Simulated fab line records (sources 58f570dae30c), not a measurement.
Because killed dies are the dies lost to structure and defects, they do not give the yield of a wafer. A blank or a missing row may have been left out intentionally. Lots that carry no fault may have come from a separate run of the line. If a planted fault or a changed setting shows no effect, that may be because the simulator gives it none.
What tool caused it? | flow berkeley cmos170 | Sampling: 15 lots, 45 wafers, 3 of 331 route steps

== WHAT THE GAUGES SHOWED, per wafer ==
UCB170_ACTIVE_CD_MEAS_13: the cd target is 1200 nm.
lot  | measured    | on        | cd nm (nm)
L764 | day 4 00:34 | cd sem-02 | 1198.9 1199.2 1199.2
L768 | day 4 14:11 | cd sem-01 | 1198.5 1200.3 1199.7
L769 | day 4 21:57 | cd sem-01 | 1199.6 1198.8 1200.6
L770 | day 5 07:59 | cd sem-02 | 1201.9 1202.4 1201.1
L771 | day 5 20:07 | cd sem-02 | 1201.9 1201.1 1200.5
L773 | day 6 05:57 | cd sem-02 | 1199.5 1201.4 1200.3
L777 | day 6 18:03 | cd sem-01 | 1202.5 1200.9 1200.8
L778 | day 7 03:10 | cd sem-02 | 1201.4 1201.6 1201.0
L780 | day 8 00:23 | cd sem-01 | 1199.9 1200.7 1200.6
L781 | day 8 08:32 | cd sem-01 | 1199.1 1200.8 1198.9
L783 | day 8 10:25 | cd sem-02 | 1201.3 1201.7 1200.5
L782 | day 8 10:32 | cd sem-02 | 1199.7 1198.9 1202.3
L784 | day 8 17:49 | cd sem-02 | 1198.1 1200.3 1200.2
L787 | day 9 09:01 | cd sem-01 | 1199.3 1199.0 1198.9
L786 | day 9 09:08 | cd sem-01 | 1199.0 1197.7 1199.2

UCB170_NVT_TW_MEAS_09.
lot  | measured     | on            | NVT_TW
L764 | day 5 10:49  | film metro-03 | 526 527 526
L768 | day 5 20:48  | film metro-03 | 526 527 526
L769 | day 6 09:28  | film metro-01 | 538 535 534
L770 | day 6 17:23  | film metro-02 | 512 513 514
L771 | day 7 03:36  | film metro-03 | 529 527 527
L773 | day 7 10:59  | film metro-02 | 518 517 515
L777 | day 8 08:21  | film metro-03 | 528 528 528
L778 | day 8 14:02  | film metro-01 | 533 537 531
L780 | day 9 05:43  | film metro-01 | 533 531 533
L781 | day 9 18:23  | film metro-02 | 516 514 513
L783 | day 9 18:04  | film metro-03 | 531 526 527
L782 | day 9 18:26  | film metro-03 | 526 526 526
L784 | day 10 03:13 | film metro-03 | 528 528 531
L787 | day 10 14:21 | film metro-01 | 533 527 531
L786 | day 10 14:15 | film metro-02 | 518 519 519

== TOOL THAT RAN EACH LOT (tool first, then ch and the chambers of the sampled wafers, then the start) ==
lot  | UCB170_PFIELD_STRIP_08
L764 | plasma asher-04 ch 1, day 4 05:10
L768 | plasma asher-01 ch 0,1, day 4 16:30
L769 | plasma asher-04 ch 0,1, day 5 01:20
L770 | plasma asher-04 ch 0,1, day 5 09:53
L771 | plasma asher-01 ch 0,1, day 5 22:14
L773 | plasma asher-03 ch 1, day 6 08:03
L777 | plasma asher-03 ch 0,1, day 6 20:14
L778 | plasma asher-01 ch 0,1, day 7 05:38
L780 | plasma asher-03 ch 0,1, day 8 02:11
L781 | plasma asher-04 ch 0,1, day 8 11:41
L783 | plasma asher-03 ch 0,1, day 8 13:41
L782 | plasma asher-04 ch 0,1, day 8 13:56
L784 | plasma asher-01 ch 0,1, day 8 21:51
L787 | plasma asher-03 ch 0, day 9 12:32
L786 | plasma asher-04 ch 0,1, day 9 12:35
- UCB170_PFIELD_STRIP_08: strips in O2.

== WHAT THE TOOLS THEMSELVES READ (means of the sampled wafers that have a number; where no wafer has one, the mark that the record gives instead) ==
UCB170_PFIELD_STRIP_08.
lot  | tool            | drypump motor current A (A) | oes product au (a.u.) | strip time to endpoint s (s)
L764 | plasma asher-04 | 6.0                         | 0.736                 | 21.58
L768 | plasma asher-01 | 5.4                         | 0.735                 | 21.57
L769 | plasma asher-04 | 5.1                         | 0.736                 | 21.62
L770 | plasma asher-04 | 5.6                         | 0.730                 | 21.69
L771 | plasma asher-01 | 5.2                         | 0.736                 | 21.71
L773 | plasma asher-03 | 5.0                         | 0.739                 | 21.68
L777 | plasma asher-03 | 6.0                         | 0.732                 | 21.55
L778 | plasma asher-01 | 5.4                         | 0.731                 | 21.68
L780 | plasma asher-03 | 5.5                         | 0.737                 | 21.76
L781 | plasma asher-04 | 5.6                         | 0.732                 | 21.64
L783 | plasma asher-03 | 6.0                         | 0.733                 | 21.60
L782 | plasma asher-04 | 5.6                         | 0.736                 | 21.72
L784 | plasma asher-01 | 5.4                         | 0.738                 | 21.69
L787 | plasma asher-03 | 6.5                         | 0.732                 | 21.67
L786 | plasma asher-04 | 5.2                         | 0.734                 | 21.67

== THE ANSWER, worked out from the rows above alone ==
Rule: usual is defined by the lots themselves. The widest of any qualifying gaps counts: lots, ordered by their means at a reading, are off when they make up no more than a third of the lots, leave a main group of 4 or more, and stand apart from it by 3 or more times the standard deviation of that group's means. A main group is skipped when, at the precision printed for the reading in the tables above, its means are all equal. Also off: a lot with no number at a reading for which 4 or more lots have one. Any other lot the step has rows for is counted as sound. Order of review: gauges by route order, followed by the tools' own readings, for which a lot's mean as printed above is used. The first step at which some lot is off is used, and at that step the reading that is off furthest; a lot without a number counts as furthest.
Nothing can be told from this: no lot is off at any reading shown.

== WHAT THE SIMULATOR HAD INSERTED ==
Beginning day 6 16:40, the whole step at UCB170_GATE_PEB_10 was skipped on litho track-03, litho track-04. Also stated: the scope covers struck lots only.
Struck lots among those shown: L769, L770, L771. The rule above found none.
